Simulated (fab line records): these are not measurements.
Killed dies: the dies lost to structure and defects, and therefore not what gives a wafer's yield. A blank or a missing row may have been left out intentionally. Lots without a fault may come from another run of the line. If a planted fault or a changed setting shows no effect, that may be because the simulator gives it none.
Split-lot trial + flow rit-cmos + route with 202 steps; 5 lots, 23 wafers read

== ON THE SPLIT ==
At RIT_REOX_OXIDATION_03 (target thk 25.2 nm, ox time 5580 s), the setting ox-time-s was moved away from the recipe's 5580 s on 15 of the 23 wafers read, by -14.6% to +10.6%. This setting was run at the recipe's value on the other wafers.

Between the split and the reading, the file records no step.

== THE READING ==
At RIT_REOX_THK_MEAS_04: REOX_OXIDE_THK, given in nm. Typical for fault-free wafers on this fab line: 25.2 nm, with standard deviation 0.45 nm.

| wafer  | tool, chamber at the split | ox-time-s as run, s | against the recipe | REOX_OXIDE_THK, nm | against lot-mates on the recipe |
|--------|----------------------------|---------------------|--------------------|--------------------|---------------------------------|
| L075.1 | -, -                       | 4765                | -14.6%             | 22.5               | no lot-mate on the recipe       |
| L075.3 | -, -                       | 4765                | -14.6%             | 22.9               | no lot-mate on the recipe       |
| L075.4 | -, -                       | 4765                | -14.6%             | 22.8               | no lot-mate on the recipe       |
| L075.5 | -, -                       | 4765                | -14.6%             | 22.5               | no lot-mate on the recipe       |
| L075.6 | -, -                       | 4765                | -14.6%             | 22.8               | no lot-mate on the recipe       |
| L077.1 | furnace-01, 0              | 5580                | recipe             | 24.9               | -                               |
| L077.4 | furnace-01, 0              | 5580                | recipe             | 25.1               | -                               |
| L077.6 | furnace-01, 0              | 5580                | recipe             | 24.7               | -                               |
| L080.1 | -, -                       | 5580                | recipe             | 25.5               | -                               |
| L080.2 | -, -                       | 5580                | recipe             | 25.7               | -                               |
| L080.3 | -, -                       | 5580                | recipe             | 25.4               | -                               |
| L080.5 | -, -                       | 5580                | recipe             | 25.5               | -                               |
| L080.6 | -, -                       | 5580                | recipe             | 25.4               | -                               |
| L081.1 | -, -                       | 5263                | -5.7%              | 24.0               | no lot-mate on the recipe       |
| L081.2 | -, -                       | 5263                | -5.7%              | 23.8               | no lot-mate on the recipe       |
| L081.4 | -, -                       | 5263                | -5.7%              | 23.6               | no lot-mate on the recipe       |
| L081.5 | -, -                       | 5263                | -5.7%              | 23.7               | no lot-mate on the recipe       |
| L081.6 | -, -                       | 5263                | -5.7%              | 24.2               | no lot-mate on the recipe       |
| L082.1 | -, -                       | 6169                | +10.6%             | 27.3               | no lot-mate on the recipe       |
| L082.2 | -, -                       | 6169                | +10.6%             | 27.4               | no lot-mate on the recipe       |
| L082.4 | -, -                       | 6169                | +10.6%             | 26.9               | no lot-mate on the recipe       |
| L082.5 | -, -                       | 6169                | +10.6%             | 26.9               | no lot-mate on the recipe       |
| L082.6 | -, -                       | 6169                | +10.6%             | 26.9               | no lot-mate on the recipe       |

FIT RESULTS
A straight line over all 23 wafers: REOX_OXIDE_THK changes by +0.179 nm for each +1% of ox-time-s; r = +0.98; the points scatter about the line by 0.31 nm.
Too few moved wafers have a lot-mate on the recipe to fit a line with each lot's own level taken away.

== THE WHOLE CHAIN: every reading that the file lists as answering this split, in the file's order ==
| step                  | what it does                       | reading                                                                           | change (the file's fit)               | r (the file's) |
|-----------------------|------------------------------------|-----------------------------------------------------------------------------------|---------------------------------------|----------------|
| RIT_REOX_OXIDATION_03 | target thk 25.2 nm, ox time 5580 s | SiO2_of_REOX_OXIDATION_03.thk-nm (the simulator's own value, which no gauge read) | +0.179 nm for each +1% of the setting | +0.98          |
| RIT_REOX_THK_MEAS_04  |                                    | REOX_OXIDE_THK                                                                    | +0.179 for each +1% of the setting    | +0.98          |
| RIT_SPACER_CLEAN_00   | cleans in SC1, time 600 s          | SiO2_of_REOX_OXIDATION_03.thk-nm (the simulator's own value, which no gauge read) | +0.166 nm for each +1% of the setting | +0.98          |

== FILE'S OWN FIT ==
REOX_OXIDE_THK changes by +0.179 nm for each +1% of ox-time-s, r = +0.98.
